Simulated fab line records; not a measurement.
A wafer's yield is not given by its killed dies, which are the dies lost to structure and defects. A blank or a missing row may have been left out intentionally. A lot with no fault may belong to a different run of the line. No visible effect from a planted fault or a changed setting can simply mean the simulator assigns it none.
What tool caused it?    flow berkeley cmos170    13 lots with 38 wafers sampled at 4 steps, on a route of 331 steps

== WHAT THE GAUGES SHOWED, per wafer ==
UCB170_NWELL_THK_MEAS_02. Usual: NWELL_OXIDE_THK gives 26.5 nm (standard deviation 0.53).
lot   measured     on             NWELL_OXIDE_THK (nm)  flag
L943  day 1 23:44  film metro-03  27.3 27.3 27.8        
L944  day 2 11:20  film metro-02  26.9 26.7 27.1        
L945  day 2 11:20  film metro-01  26.6 26.7 26.6        
L946  day 3 05:19  film metro-01  26.8 26.9 26.8        
L947  day 3 05:19  film metro-03  26.9 27.1 27.6        
L948  day 3 15:06  film metro-03  26.8 26.6 26.8        
L951  day 3 23:22  film metro-01  26.6 26.6 27.0        
L950  day 3 23:22  film metro-02  27.0 27.4 27.1        
L952  day 3 23:23  film metro-03  27.1 27.2 26.9        
L953  day 4 08:58  film metro-03  27.3 27.2 26.8        
L954  day 4 08:58  film metro-01  27.1 26.4 26.6        
L956  day 4 23:22  film metro-02  26.8 26.2 26.3        
L964  day 6 16:17  film metro-02  26.0 26.2             

UCB170_NWELL_THK_MEAS_05. Usual: NWELL_NITRIDE_THK gives 222.8 nm (standard deviation 2.2).
lot   measured     on             NWELL_NITRIDE_THK (nm)  flag
L943  day 2 08:55  film metro-03  221.3 221.3 222.0       
L944  day 2 23:28  film metro-01  222.5 222.6 224.5       
L945  day 2 23:28  film metro-02  221.4 221.3 222.2       
L946  day 3 12:57  film metro-01  222.4 220.2 220.8       
L947  day 3 12:57  film metro-02  224.0 222.1 221.1       
L948  day 4 00:13  film metro-01  224.1 225.0 221.7       
L951  day 4 07:32  film metro-01  221.1 221.5 218.7       
L950  day 4 07:32  film metro-02  220.4 220.0 220.2       
L952  day 4 07:33  film metro-03  222.6 222.8 222.0       
L953  day 4 17:39  film metro-02  219.9 220.0 219.9       
L954  day 4 17:39  film metro-01  220.4 220.8 222.6       
L956  day 5 07:43  film metro-02  226.2 225.3 226.0       
L964  day 7 02:05  film metro-03  224.4 224.7             

UCB170_M3_BOW_MEAS_20. Usual: M3_BOW gives 35 um (standard deviation 6.6).
lot   measured      on             M3_BOW (um)  flag
L943  day 9 02:53   film metro-04  29 43 16     
L944  day 9 04:24   film metro-03  30 40 37     
L945  day 9 04:49   film metro-03  26 19 43     
L946  day 10 04:09  film metro-04  38 45 32     
L947  day 10 02:44  film metro-01  36 41 41     
L948  day 10 20:16  film metro-03  19 32 48     
L951  day 11 15:30  film metro-03  39 40 33     
L950  day 11 15:58  film metro-04  44 32 39     
L952  day 11 18:27  film metro-03  39 34 38     
L953  day 12 14:28  film metro-03  47 36 33     
L954  day 12 14:20  film metro-01  27 28 31     
L956  day 12 15:08  film metro-04  37 26 34     
L964  day 14 13:16  film metro-03  43 34        

== WHICH TOOL RAN EACH LOT (tool, then ch and the chambers of the sampled wafers, then the start) ==
lot   UCB170_ACTIVE_EXPOSE_10
L943  krf scanner-02 ch 0, day 5 01:25
L944  krf scanner-02 ch 0, day 5 07:40
L945  krf scanner-02 ch 0, day 5 07:47
L946  krf scanner-02 ch 0, day 6 02:17
L947  krf scanner-01 ch 0, day 6 02:03
L948  krf scanner-01 ch 0, day 6 10:40
L951  krf scanner-01 ch 0, day 6 17:01
L950  krf scanner-01 ch 0, day 6 17:31
L952  krf scanner-02 ch 0, day 6 17:17
L953  krf scanner-01 ch 0, day 7 11:55
L954  krf scanner-01 ch 0, day 7 04:47
L956  krf scanner-02 ch 0, day 7 11:38
L964  krf scanner-01 ch 0, day 10 03:13
- UCB170_ACTIVE_EXPOSE_10: exposes mask ACTIVE, target cd 1200 nm.

== WHAT THE TOOLS THEMSELVES READ (means of the sampled wafers that have a number; where no wafer has one, the mark that the record gives instead) ==
UCB170_ACTIVE_EXPOSE_10. Usual: exposure dose mJ cm2 reads 19.921 (standard deviation 0.018).
lot   tool            exposure dose mJ cm2  flag
L943  krf scanner-02  19.920                
L944  krf scanner-02  19.927                
L945  krf scanner-02  19.907                
L946  krf scanner-02  19.914                
L947  krf scanner-01  19.938                
L948  krf scanner-01  19.910                
L951  krf scanner-01  19.907                
L950  krf scanner-01  19.903                
L952  krf scanner-02  19.922                
L953  krf scanner-01  19.906                
L954  krf scanner-01  19.894                
L956  krf scanner-02  19.921                
L964  krf scanner-01  19.843                OFF

== THE ANSWER, worked out from the rows above alone ==
Rule: lot off if the mean of its wafers having a number is beyond 3 standard deviations from the usual mean. Also off: a lot with no number at a reading for which 4 or more lots have one. Where the step has rows for the other lots, those lots are counted as sound. The gauges are gone through in route order, then the tools' own readings, and for those a lot's mean is taken as printed above. At the first step where some lot is off, the reading lying furthest off is the one used; lots without a number count as furthest.
Off at UCB170_ACTIVE_EXPOSE_10 (exposure dose mJ cm2): L964.
A tool fits if, at that step or a process step before it, it ran every lot that is off, and no sound lot after the first of them. One fits: UCB170_ACTIVE_EXPOSE_10 on krf scanner-01. Its last sound lot is L953 (day 7 11:55), its first lot that is off L964 (day 10 03:13): a fault that began between those two fits.
On the lots that are off, the tool's own readings at UCB170_ACTIVE_EXPOSE_10 differ by more than 5 times the standard deviation of the sound lots' means, which bears it out; exposure dose mJ cm2 reads 19.843 there versus 19.914 on the sound lots.

== WHAT THE SIMULATOR PUT IN ==
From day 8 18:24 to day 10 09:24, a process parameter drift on krf scanner-01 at UCB170_ACTIVE_EXPOSE_10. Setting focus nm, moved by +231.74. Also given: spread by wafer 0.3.
Shown lots that were struck: L964. Same finding as the rule above.
